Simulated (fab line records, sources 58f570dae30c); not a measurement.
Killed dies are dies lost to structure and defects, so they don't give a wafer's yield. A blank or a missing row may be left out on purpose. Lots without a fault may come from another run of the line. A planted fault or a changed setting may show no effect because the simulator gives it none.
Split-lot experiment | flow berkeley_cmos170 | 5 lots, 23 wafers read, on a route of 331 steps

THE SPLIT
At UCB170_M1_COAT_04 (resist thk 900 nm), the setting spin_rpm was moved away from the recipe's 1500 rpm on 10 of the 23 wafers read, by -5.3% to +7.3%. The other wafers ran this setting at the recipe's value.

The reading is taken at the split's own step.

THE READING
KrF_of_M1_COAT_04.thk_nm (the simulator's own value, which no gauge read), in nm, at UCB170_M1_COAT_04 (resist thk 900 nm). The file gives no usual value for it. The 13 wafers here that ran the recipe average 899.4 nm, standard deviation 1.8 nm.

wafer  | tool, chamber at the split | spin_rpm as run, rpm | against the recipe | KrF_of_M1_COAT_04.thk_nm, nm | against lot-mates on the recipe
L074.1 | litho_track-03, 0          | 1610                 | +7.3%              | 864.7                        | -33.0
L074.2 | litho_track-03, 0          | 1500                 | recipe             | 898.5                        | -
L074.3 | litho_track-03, 0          | 1610                 | +7.3%              | 869                          | -28.7
L074.5 | litho_track-03, 0          | 1500                 | recipe             | 897.1                        | -
L074.6 | litho_track-03, 0          | 1500                 | recipe             | 897.4                        | -
L081.1 | litho_track-03, 0          | 1500                 | recipe             | 901                          | -
L081.2 | litho_track-03, 0          | 1500                 | recipe             | 897.8                        | -
L081.4 | litho_track-03, 0          | 1500                 | recipe             | 899.4                        | -
L081.5 | litho_track-03, 0          | 1436                 | -4.3%              | 920.6                        | +21.2
L081.6 | litho_track-03, 0          | 1436                 | -4.3%              | 919.9                        | +20.5
L080.2 | litho_track-02, 0          | 1500                 | recipe             | 898.7                        | -
L080.3 | litho_track-02, 0          | 1500                 | recipe             | 897.8                        | -
L080.4 | litho_track-02, 0          | 1500                 | recipe             | 901.1                        | -
L083.2 | litho_track-04, 0          | 1451                 | -3.3%              | 915.4                        | +16.2
L083.3 | litho_track-04, 0          | 1500                 | recipe             | 900.3                        | -
L083.4 | litho_track-04, 0          | 1451                 | -3.3%              | 914                          | +14.8
L083.5 | litho_track-04, 0          | 1500                 | recipe             | 898.1                        | -
L083.6 | litho_track-04, 0          | 1451                 | -3.3%              | 913                          | +13.8
L085.2 | litho_track-04, 0          | 1421                 | -5.3%              | 927.8                        | +25.5
L085.3 | litho_track-04, 0          | 1421                 | -5.3%              | 926.5                        | +24.2
L085.4 | litho_track-04, 0          | 1500                 | recipe             | 902.6                        | -
L085.5 | litho_track-04, 0          | 1500                 | recipe             | 902                          | -
L085.6 | litho_track-04, 0          | 1421                 | -5.3%              | 925.3                        | +23.0

THE FIT
A straight line over all 23 wafers: KrF_of_M1_COAT_04.thk_nm changes by -4.71 nm for each +1% of spin_rpm; r = -0.99; the points scatter about the line by 1.9 nm.
The same after taking each lot's own level away (the mean of its wafers on the recipe; 23 wafers): -4.44 nm for each +1%; r = -1.00; scatter 1.4 nm.
On that fit, the largest move of spin_rpm shifts the reading by 33 nm.
The lots' own levels span 897.67 to 902.30 nm, that is 2.6 times the standard deviation above.
So the lot-to-lot level changes the slope little: the two slopes agree.
Check: with one of the wafers moved furthest among these (+7.3%) left out of the fit, the line predicts -31.6 nm for it against its lot-mates. It came out at -33 nm against them.

OTHER SPLITS ON THESE WAFERS
These wafers also went through other splits before the reading. Each is held against what the fit with the lots' levels taken away leaves over:
other split on the same wafers     | wafers away from the commonest value | r with KrF_of_M1_COAT_04.thk_nm (lot level and that fit taken away)
UCB170_SILICIDE_SPUTTER_01 power_w | 7                                    | -0.08
UCB170_CONTACT_EXPOSE_12 dose_mj   | 9                                    | +0.14
UCB170_CONTACT_ETCH_18 rf_w        | 5                                    | +0.06

THE FILE'S OWN FIT
KrF_of_M1_COAT_04.thk_nm changes by -4.45 nm for each +1% of spin_rpm, r = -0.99.
